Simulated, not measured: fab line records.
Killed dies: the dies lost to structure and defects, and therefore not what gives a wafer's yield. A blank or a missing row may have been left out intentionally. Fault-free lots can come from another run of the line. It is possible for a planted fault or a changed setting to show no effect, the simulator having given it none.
Code-filled problem report in 8D (eight disciplines) form :: flow rit-cmos :: the parts of the form that need people (team, actions taken, sign-off) are left out

1. PROBLEM STATEMENT
Wafers without a fault read 193.1 s, standard deviation 0.4; run-length-s at RIT_GATE_ETCH_19 reads a mean of 151.9 s on 2 wafers belonging to 2 lots. That is -99 or more standard deviations from the usual mean.
The step: etches poly-Si in SF6/CHF3/O2, stops on SiO2, time 165 s, target depth 312.5 nm.
Seen first at day 5 21:16 on rie-si-02, wafer L791.3. The record holds 16 wafers of 6 lots with a number at this step. Rule for "out" (also "out of limits"): further than 4 standard deviations from the usual mean. All remaining wafers that have a number are taken as sound.

2. WHAT IT IS AND WHAT IT IS NOT
question: which readings at this step
is: run-length-s, oes-product-au
is not: drypump-motor-current-A, throttle-valve-pct

question: which lots
is: L791, L793
is not: L778, L789, L794, L796

question: which wafers of those lots
is: L791.3, L793.3
is not: L793.2, L793.4

question: read on which tools
is: rie-si-02
is not: rie-si-01

question: when
is: from day 5 21:16
is not: up to then (6 sound wafers); but 8 sound wafers of L793, L794, L796 came after

3. THE SUSPECTS, EACH WITH WHAT RULES IT OUT
Counting: a tool at a process step up to the reading stays a suspect if it ran every lot that is out. Sound lots after the first of them don't rule it out here, since some wafers of a struck lot are sound.
- rie-si-02 at RIT_GATE_ETCH_19 (etches poly-Si in SF6/CHF3/O2, stops on SiO2, time 165 s, target depth 312.5 nm): kept. It processed each lot that is out (first: L791, day 5 21:16); up to then, its last sound lot is L789 (day 5 11:52). Its own readings are out on those wafers: oes-product-au, run-length-s.
- At RIT_GATE_ETCH_19, inside rie-si-02: chamber 3 took the wafers that are out, while their sound lot-mates went through chambers 1, 2.
After counting, what remains is rie-si-02 at RIT_GATE_ETCH_19.

4. THE CAUSE (what the simulator had put in)
rie-si-02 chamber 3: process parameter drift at RIT_GATE_ETCH_19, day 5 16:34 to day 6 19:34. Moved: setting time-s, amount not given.
The count eliminated every tool but this one.

5. THE CHAIN OF EFFECTS, in route order
Rows list readings where the struck wafers' mean (over those with a number) sits beyond 3 standard deviations from the usual. Scope: only readings with a usual standard deviation given in the record; hours: median across lots of the time from each lot's start at the first step in this table that gives one to its start at this step; sigmas: change in usual standard deviations.
hours: 0
step: RIT_GATE_ETCH_19
reading: oes-product-au
usual: 0.854 a.u.
on struck wafers: 1.030
change: +0.176
sigmas: +15

hours: 0
step: RIT_GATE_ETCH_19
reading: run-length-s
usual: 193.1 s
on struck wafers: 151.9
change: -41.2
sigmas: -99 or more
Here are the process steps it includes:
- RIT_GATE_ETCH_19: etches poly-Si in SF6/CHF3/O2, stops on SiO2, time 165 s, target depth 312.5 nm.

6. HOW IT WOULD HAVE BEEN CAUGHT EARLIER
The fault began at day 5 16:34; the first out-of-limits reading in this record came at day 5 21:16, 5 hours later.
